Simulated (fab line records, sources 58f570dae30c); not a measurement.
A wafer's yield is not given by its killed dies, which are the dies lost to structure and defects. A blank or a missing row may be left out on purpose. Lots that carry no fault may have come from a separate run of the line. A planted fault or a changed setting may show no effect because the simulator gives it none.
Which tool did it? + flow berkeley-cmos170 + 15 lots, 45 wafers sampled, at 4 steps of a route of 331

== WHAT THE GAUGES SHOWED, per wafer ==
UCB170_M1_OVL_MEAS_10. Usual: M1_OVL typically reads 4 nm, with standard deviation 5.2.
| lot  | measured     | on         | M1_OVL (nm) | flag |
|------|--------------|------------|-------------|------|
| L164 | day 7 08:10  | overlay-01 | 6 11 11     |      |
| L165 | day 7 09:32  | overlay-01 | 7 9 3       |      |
| L167 | day 7 13:17  | overlay-01 | 7 2 10      |      |
| L168 | day 7 22:40  | overlay-01 | 6 -6 6      |      |
| L171 | day 8 08:55  | overlay-01 | 10 0 6      |      |
| L173 | day 9 05:57  | overlay-02 | 7 -2 3      |      |
| L174 | day 9 07:47  | overlay-01 | 0 4 -7      |      |
| L175 | day 9 08:45  | overlay-01 | 4 3 7       |      |
| L177 | day 9 18:27  | overlay-02 | 12 3 7      |      |
| L180 | day 10 03:59 | overlay-01 | 6 5 1       |      |
| L181 | day 10 17:41 | overlay-02 | 4 -3 4      |      |
| L179 | day 10 23:14 | overlay-01 | 6 10 8      |      |
| L182 | day 11 02:15 | overlay-01 | 5 6 9       |      |
| L183 | day 11 02:19 | overlay-02 | -3 2 -8     |      |
| L185 | day 11 03:31 | overlay-01 | 9 9 9       |      |

UCB170_M2_OVL_MEAS_16. Usual: M2_OVL typically reads -4 nm, with standard deviation 5.7.
| lot  | measured     | on         | M2_OVL (nm) | flag |
|------|--------------|------------|-------------|------|
| L164 | day 7 16:59  | overlay-01 | 1 -2 -4     |      |
| L165 | day 7 17:27  | overlay-01 | -1 -7 -7    |      |
| L167 | day 8 00:28  | overlay-01 | 2 2 1       |      |
| L168 | day 8 11:01  | overlay-01 | 5 4 15      |      |
| L171 | day 8 19:40  | overlay-01 | -1 1 -6     |      |
| L173 | day 9 14:34  | overlay-01 | -2 0 1      |      |
| L174 | day 9 14:58  | overlay-02 | 2 -3 -3     |      |
| L175 | day 9 18:33  | overlay-01 | -11 -3 -6   |      |
| L177 | day 10 06:22 | overlay-02 | 3 -6 -6     |      |
| L180 | day 10 15:54 | overlay-02 | -1 -1 -4    |      |
| L181 | day 11 03:41 | overlay-02 | -6 -9 -2    |      |
| L179 | day 11 14:08 | overlay-01 | -9 -6 -4    |      |
| L182 | day 11 14:25 | overlay-01 | -6 -6 -6    |      |
| L183 | day 11 15:07 | overlay-01 | -15 -5 -9   |      |
| L185 | day 11 14:53 | overlay-02 | -8 0 -11    |      |

UCB170_M3_BOW_MEAS_20. Usual: M3_BOW typically reads 37 um, with standard deviation 6.7.
| lot  | measured     | on            | M3_BOW (um) | flag |
|------|--------------|---------------|-------------|------|
| L164 | day 8 00:13  | film-metro-03 | 44 20 40    |      |
| L165 | day 8 00:38  | film-metro-03 | 32 44 32    |      |
| L167 | day 8 06:27  | film-metro-04 | 43 36 33    |      |
| L168 | day 8 17:52  | film-metro-03 | 23 43 27    |      |
| L171 | day 9 02:23  | film-metro-02 | 33 45 46    |      |
| L173 | day 9 20:53  | film-metro-03 | 36 34 37    |      |
| L174 | day 9 21:43  | film-metro-03 | 42 35 34    |      |
| L175 | day 10 01:14 | film-metro-04 | 33 35 30    |      |
| L177 | day 10 11:59 | film-metro-03 | 38 23 35    |      |
| L180 | day 10 22:05 | film-metro-03 | 32 40 37    |      |
| L181 | day 11 11:13 | film-metro-03 | 44 37 43    |      |
| L179 | day 11 20:55 | film-metro-04 | 26 44 45    |      |
| L182 | day 11 21:16 | film-metro-02 | 43 37 41    |      |
| L183 | day 11 23:14 | film-metro-03 | 38 38 36    |      |
| L185 | day 11 23:19 | film-metro-02 | 40 34 37    |      |

== EACH LOT AND THE TOOL THAT RAN IT (in order: tool; ch and the chambers of the sampled wafers; start) ==
| lot  | UCB170_M3_SOFTBAKE_06             |
|------|-----------------------------------|
| L164 | litho-track-04 ch 0, day 7 21:43  |
| L165 | litho-track-04 ch 0, day 7 22:24  |
| L167 | litho-track-03 ch 0, day 8 04:34  |
| L168 | litho-track-01 ch 0, day 8 14:47  |
| L171 | litho-track-03 ch 0, day 8 23:49  |
| L173 | litho-track-01 ch 0, day 9 18:48  |
| L174 | litho-track-04 ch 0, day 9 19:27  |
| L175 | litho-track-01 ch 0, day 9 22:36  |
| L177 | litho-track-01 ch 0, day 10 09:48 |
| L180 | litho-track-04 ch 0, day 10 20:14 |
| L181 | litho-track-03 ch 0, day 11 07:13 |
| L179 | litho-track-03 ch 0, day 11 18:12 |
| L182 | litho-track-03 ch 0, day 11 18:40 |
| L183 | litho-track-03 ch 0, day 11 19:13 |
| L185 | litho-track-04 ch 0, day 11 18:55 |
- UCB170_M3_SOFTBAKE_06: time 60 s.

== AS READ BY THE TOOLS THEMSELVES (means over the sampled wafers that have a number; for cases with no such wafer, the mark the record gives instead) ==
UCB170_M3_SOFTBAKE_06. Usual: chill-plate-temp-C 22.98 C, standard deviation 0.1; exhaust-pa 45.2 Pa, standard deviation 0.82; heater-power-total-W 56.80 W, standard deviation 0.047; plate-temp-C 130.01 C, standard deviation 0.13.
| lot  | tool           | chill-plate-temp-C (C) | exhaust-pa (Pa) | heater-power-total-W (W) | plate-temp-C (C) | flag |
|------|----------------|------------------------|-----------------|--------------------------|------------------|------|
| L164 | litho-track-04 | 22.82                  | 44.7            | 56.79                    | 130.04           |      |
| L165 | litho-track-04 | 22.99                  | 45.2            | 56.79                    | 129.91           |      |
| L167 | litho-track-03 | 22.91                  | 44.7            | 56.80                    | 130.10           |      |
| L168 | litho-track-01 | 22.90                  | 45.6            | 56.79                    | 130.03           |      |
| L171 | litho-track-03 | 22.98                  | 45.3            | 56.80                    | 130.11           |      |
| L173 | litho-track-01 | 22.96                  | 45.4            | 55.93                    | 128.50           | OFF  |
| L174 | litho-track-04 | 23.04                  | 45.1            | 56.78                    | 130.18           |      |
| L175 | litho-track-01 | 23.05                  | 44.8            | 55.94                    | 128.36           | OFF  |
| L177 | litho-track-01 | 22.98                  | 45.7            | 55.91                    | 128.49           | OFF  |
| L180 | litho-track-04 | 23.10                  | 45.6            | 56.82                    | 129.88           |      |
| L181 | litho-track-03 | 22.94                  | 45.8            | 56.84                    | 129.97           |      |
| L179 | litho-track-03 | 23.17                  | 44.4            | 56.81                    | 129.99           |      |
| L182 | litho-track-03 | 22.91                  | 44.3            | 56.79                    | 129.89           |      |
| L183 | litho-track-03 | 23.06                  | 45.2            | 56.84                    | 130.11           |      |
| L185 | litho-track-04 | 23.01                  | 44.5            | 56.83                    | 130.12           |      |

== THE ANSWER, worked out from the rows above alone ==
Rule: lot off if the mean of its wafers having a number is beyond 3 standard deviations from the usual mean. A lot without any number at a reading at which 4 lots or more have one is off too. Where the step has rows for the other lots, those lots are counted as sound. After the gauges, taken in route order, come the tools' own readings; for these a lot's mean is taken, as printed above. The first step at which some lot is off is used, and at that step the reading that is off furthest; a lot without a number counts as furthest.
Off: L173, L175, L177 (UCB170_M3_SOFTBAKE_06, heater-power-total-W).
If a tool, at that step or one of the process steps before it, ran each lot that is off and ran no sound lot following the first of them, it fits. One fits: litho-track-01 at UCB170_M3_SOFTBAKE_06. Its last sound lot is L168 (day 8 14:47), its first lot that is off L173 (day 9 18:48): a fault that began between those two fits.
The tool's own readings at UCB170_M3_SOFTBAKE_06 bear it out: on the lots that are off they differ by more than 5 times the standard deviation of the sound lots' means. heater-power-total-W reads 55.93 W there against 56.81 W on the sound lots; plate-temp-C reads 128.45 C there against 130.03 C on the sound lots.

== WHAT HAD BEEN PUT IN BY THE SIMULATOR ==
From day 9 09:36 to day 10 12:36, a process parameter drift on litho-track-01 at UCB170_M3_SOFTBAKE_06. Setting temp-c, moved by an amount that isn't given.
Struck lots among those shown: L173, L175, L177. This agrees with what the rule above found.
